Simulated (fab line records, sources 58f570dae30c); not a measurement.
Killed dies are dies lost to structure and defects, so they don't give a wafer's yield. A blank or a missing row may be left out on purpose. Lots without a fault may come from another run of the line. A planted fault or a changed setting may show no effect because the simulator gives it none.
Which tool did it? | flow berkeley_cmos170 | 14 lots, 42 wafers sampled, at 4 steps of a route of 331

WHAT THE GAUGES READ, wafer by wafer
UCB170_M2_OVL_MEAS_16. Usual: M2_OVL 2 nm, standard deviation 5.6.
lot  | measured     | on         | M2_OVL (nm) | flag
L342 | day 8 16:37  | overlay-02 | 2 2 12      |
L344 | day 8 17:24  | overlay-02 | -1 -10 -6   |
L343 | day 8 17:38  | overlay-01 | -2 12 18    |
L345 | day 9 06:02  | overlay-01 | -4 -5 -4    |
L346 | day 9 18:28  | overlay-01 | -1 0 1      |
L349 | day 9 19:47  | overlay-02 | 7 0 5       |
L347 | day 10 01:05 | overlay-02 | 1 5 2       |
L353 | day 10 16:37 | overlay-02 | 117 114 116 | OFF
L354 | day 10 18:18 | overlay-01 | 111 109 112 | OFF
L359 | day 11 12:52 | overlay-02 | 3 1 -3      |
L360 | day 11 14:01 | overlay-01 | -3 -1 -5    |
L361 | day 12 12:41 | overlay-02 | -10 -4 -6   |
L362 | day 12 13:39 | overlay-02 | -1 2 1      |
L365 | day 13 06:19 | overlay-01 | 1 0 0       |

UCB170_V2_CD_MEAS_90: target cd 700 nm. Usual: cd_nm 700.2 nm, standard deviation 1.3.
lot  | measured     | on        | cd_nm (nm)        | flag
L342 | day 8 19:26  | cd_sem-01 | 702.2 702.8 704.1 |
L344 | day 8 20:03  | cd_sem-01 | 700.5 696.9 696.3 |
L343 | day 8 20:34  | cd_sem-01 | 699.8 699.9 699.4 |
L345 | day 9 09:16  | cd_sem-01 | 698.8 700.1 698.8 |
L346 | day 9 21:14  | cd_sem-01 | 699.6 700.1 700.3 |
L349 | day 9 22:56  | cd_sem-02 | 700.8 701.0 701.6 |
L347 | day 10 04:51 | cd_sem-01 | 698.0 699.6 698.2 |
L353 | day 10 19:35 | cd_sem-01 | 699.9 700.8 699.4 |
L354 | day 10 21:23 | cd_sem-02 | 700.5 701.2 701.2 |
L359 | day 11 15:40 | cd_sem-01 | 701.4 700.1 699.7 |
L360 | day 11 17:20 | cd_sem-02 | 698.9 699.7 700.5 |
L361 | day 12 15:25 | cd_sem-02 | 699.3 700.2 698.1 |
L362 | day 12 16:25 | cd_sem-02 | 700.3 700.3 700.2 |
L365 | day 13 09:14 | cd_sem-02 | 701.1 700.3 701.0 |

UCB170_M3_CD_MEAS_15: target cd 700 nm. Usual: cd_nm 700.0 nm, standard deviation 1.3.
lot  | measured     | on        | cd_nm (nm)        | flag
L342 | day 8 21:35  | cd_sem-01 | 699.9 700.2 701.8 |
L344 | day 8 22:04  | cd_sem-01 | 698.4 697.6 698.3 |
L343 | day 8 23:08  | cd_sem-02 | 700.8 702.9 700.8 |
L345 | day 9 12:17  | cd_sem-01 | 699.0 699.1 699.4 |
L346 | day 9 23:40  | cd_sem-01 | 702.2 701.7 700.9 |
L349 | day 10 01:28 | cd_sem-01 | 700.9 700.3 701.2 |
L347 | day 10 08:24 | cd_sem-02 | 696.7 697.1 698.4 |
L353 | day 10 21:52 | cd_sem-02 | 699.3 699.0 699.5 |
L354 | day 10 23:50 | cd_sem-01 | 700.3 699.2 699.4 |
L359 | day 11 18:13 | cd_sem-01 | 701.8 702.7 702.9 |
L360 | day 11 19:28 | cd_sem-02 | 701.8 701.2 700.2 |
L361 | day 12 17:48 | cd_sem-01 | 699.8 701.4 699.6 |
L362 | day 12 18:44 | cd_sem-02 | 700.1 698.2 697.4 |
L365 | day 13 11:46 | cd_sem-01 | 699.1 699.6 699.1 |

WHICH TOOL RAN EACH LOT (tool, then ch and the chambers of the sampled wafers, then the start)
lot  | UCB170_M2_EXPOSE_12
L342 | krf_scanner-02 ch 0, day 8 15:57
L344 | krf_scanner-01 ch 0, day 8 16:55
L343 | krf_scanner-02 ch 0, day 8 17:08
L345 | krf_scanner-01 ch 0, day 9 05:31
L346 | krf_scanner-02 ch 0, day 9 17:57
L349 | krf_scanner-02 ch 0, day 9 19:08
L347 | krf_scanner-02 ch 0, day 10 00:34
L353 | krf_scanner-02 ch 0, day 10 16:07
L354 | krf_scanner-02 ch 0, day 10 17:48
L359 | krf_scanner-01 ch 0, day 11 12:23
L360 | krf_scanner-01 ch 0, day 11 13:31
L361 | krf_scanner-01 ch 0, day 12 12:04
L362 | krf_scanner-01 ch 0, day 12 13:08
L365 | krf_scanner-01 ch 0, day 13 05:50
- UCB170_M2_EXPOSE_12: exposes mask METAL2, target cd 700 nm.

WHAT THE TOOLS THEMSELVES READ (means of the sampled wafers that have a number; where no wafer has one, the mark that the record gives instead)
The record holds no such reading with a usual standard deviation.

THE ANSWER, worked out from the rows above alone
Rule: a lot is off if the mean of its wafers that have a number lies more than 3 standard deviations from the usual mean. A lot without any number at a reading at which 4 lots or more have one is off too. The other lots that the step has rows for count as sound. The gauges are gone through in route order, then the tools' own readings, and for those a lot's mean is taken as printed above. The first step at which some lot is off is used, and at that step the reading that is off furthest; a lot without a number counts as furthest.
Off: L353, L354, at UCB170_M2_OVL_MEAS_16 (M2_OVL).
A tool fits if, at a process step before that reading, it ran every lot that is off, and no sound lot after the first of them. The gauges at UCB170_M2_OVL_MEAS_16 are tried like those tools. One fits: krf_scanner-02 at UCB170_M2_EXPOSE_12. Its last sound lot is L347 (day 10 00:34), its first lot that is off L353 (day 10 16:07): a fault that began between those two fits.

WHAT THE SIMULATOR HAD PUT IN
Scanner matching overlay: krf_scanner-02, from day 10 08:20 on, at UCB170_M2_EXPOSE_12. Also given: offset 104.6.
Lots struck among those shown: L353, L354. The rule above found the same.
